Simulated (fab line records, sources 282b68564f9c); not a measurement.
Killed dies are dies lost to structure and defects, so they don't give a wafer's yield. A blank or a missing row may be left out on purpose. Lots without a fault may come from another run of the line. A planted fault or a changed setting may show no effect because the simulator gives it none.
A struck lot beside a sound one | flow rit_cmos | 19 steps out of a route of 202
Sound: wafers L504.1, L504.2, L504.4. Struck: wafers L498.2, L498.3, L498.5. The cause comes at the end.
At each step with rows: each side's tool, then ch and its chambers, then its first start. Under that, the readings that differ: sound wafers | struck wafers | difference of the means | sigmas: that difference in standard deviations of wafers without a fault.
alike: readings whose means differ by less than 2 such deviations, and words and numbers that are the same on both sides. not compared: withheld readings, readings that some wafer has no value for, bounds like >300 that may hide the same value, and numbers for which the record gives no deviation and whose values overlap.
The two part at a step that has a row with sigmas, a row that says differs or no value, or rows on one side only. Numbers that don't overlap but have no deviation are shown without sigmas and don't part them. A reading that every wafer of one side lacks parts them only if that side has two wafers or more.

RIT_SDANNEAL_RS_MEAS_06: measures by four-point-probe.
  sound on film_metro-04, day 7 05:19; struck on film_metro-02, day 5 19:35
  alike: PLDD_RS
RIT_SDANNEAL_RS_MEAS_07: measures by four-point-probe.
  sound on film_metro-04, day 7 05:26; struck on film_metro-02, day 5 19:43
  reading          | sound             | struck            | difference | sigmas
  NLDD_RS (ohm/sq) | 149.3 149.2 148.5 | 150.1 150.6 150.1 | +1.3       | +3
then, 1 step without rows for these wafers: RIT_SILICIDE_WET_ETCH_00 (etches SiO2 in BOE, target depth 14 nm, time 15 s).
RIT_SILICIDE_SPUTTER_01: material Ti, target thk 30 nm, time 240 s.
  sound on pvd_sputter-01, day 7 05:34; struck on pvd_sputter-03, day 5 19:50
  alike: throttle_valve_pct
RIT_SILICIDE_RS_MEAS_02: measures by four-point-probe.
  sound on film_metro-03, day 7 05:43; struck on film_metro-03, day 5 20:00
  alike: SILICIDE_TI_RS
RIT_SILICIDE_THK_MEAS_03: measures by xrf.
  sound on film_metro-03, day 7 05:50; struck on film_metro-03, day 5 20:07
  alike: SILICIDE_TI_THK
RIT_SILICIDE_RTA_04: time 10 s, ramp up 5 s, ramp down 5 s.
  sound on rtp_anneal-02 ch 0, day 7 05:54; struck on rtp_anneal-02 ch 0, day 5 20:11
  alike: chamber_o2_ppm, wafer_temp_C_max
then, 1 step without rows for these wafers: RIT_SILICIDE_WET_ETCH_05 (etches Ti in SPM, time 120 s).
RIT_SILICIDE_RTA_06: time 10 s, ramp up 5 s, ramp down 10 s.
  sound on rtp_anneal-01 ch 0, day 7 06:01; struck on rtp_anneal-01 ch 0, day 5 20:20
  alike: chamber_o2_ppm, wafer_temp_C_max
RIT_CONTACT_CVD_00: deposits SiO2 from TEOS, target thk 400 nm, time 62.96 s.
  sound on pecvd-02 ch 0,1,2, day 7 06:05; struck on pecvd-02 ch 0,2, day 5 20:24
  alike: heater_power_w
RIT_CONTACT_THK_MEAS_01:
  sound on film_metro-04, day 7 06:08; struck on film_metro-01, day 5 20:28
  alike: CONTACT_TEOS_THK
then, 1 step without rows for these wafers: RIT_CONTACT_HMDS_02 (prime time 60 s).
RIT_CONTACT_COAT_03: resist thk 1000 nm.
  sound on litho_track-02 ch 0, day 7 06:26; struck on litho_track-03, day 5 20:41
  no value came back on the struck wafers for chill_plate_temp_C (C), dispense_pressure_kPa (kPa); on the sound wafers chill_plate_temp_C (C) reads 23.13 22.92 23.03
then, 4 steps without rows for these wafers: RIT_CONTACT_SOFTBAKE_04 (time 60 s); RIT_CONTACT_EXPOSE_05 (exposes mask M11, target cd 1000 nm); RIT_CONTACT_PEB_06; RIT_CONTACT_DEVELOP_07 (develop time 120 s).
RIT_CONTACT_CD_MEAS_08: target cd 1000 nm.
  sound on cd_sem-01, day 7 07:22; struck on cd_sem-02, day 5 21:30
  reading    | sound                | struck | difference                    | sigmas
  cd_nm (nm) | 1000.6 1001.0 1001.1 | - - -  | no value on the struck wafers |
RIT_CONTACT_OVL_MEAS_09:
  sound on overlay-01, day 7 07:29; struck on overlay-02, day 5 21:36
  reading          | sound        | struck | difference                    | sigmas
  CONTACT_OVL (nm) | -0.1 0.5 0.2 | - - -  | no value on the struck wafers |

WHERE THEY PART
First at RIT_SDANNEAL_RS_MEAS_07; last, within this record, at RIT_CONTACT_OVL_MEAS_09.

WHY: what the simulator had put in
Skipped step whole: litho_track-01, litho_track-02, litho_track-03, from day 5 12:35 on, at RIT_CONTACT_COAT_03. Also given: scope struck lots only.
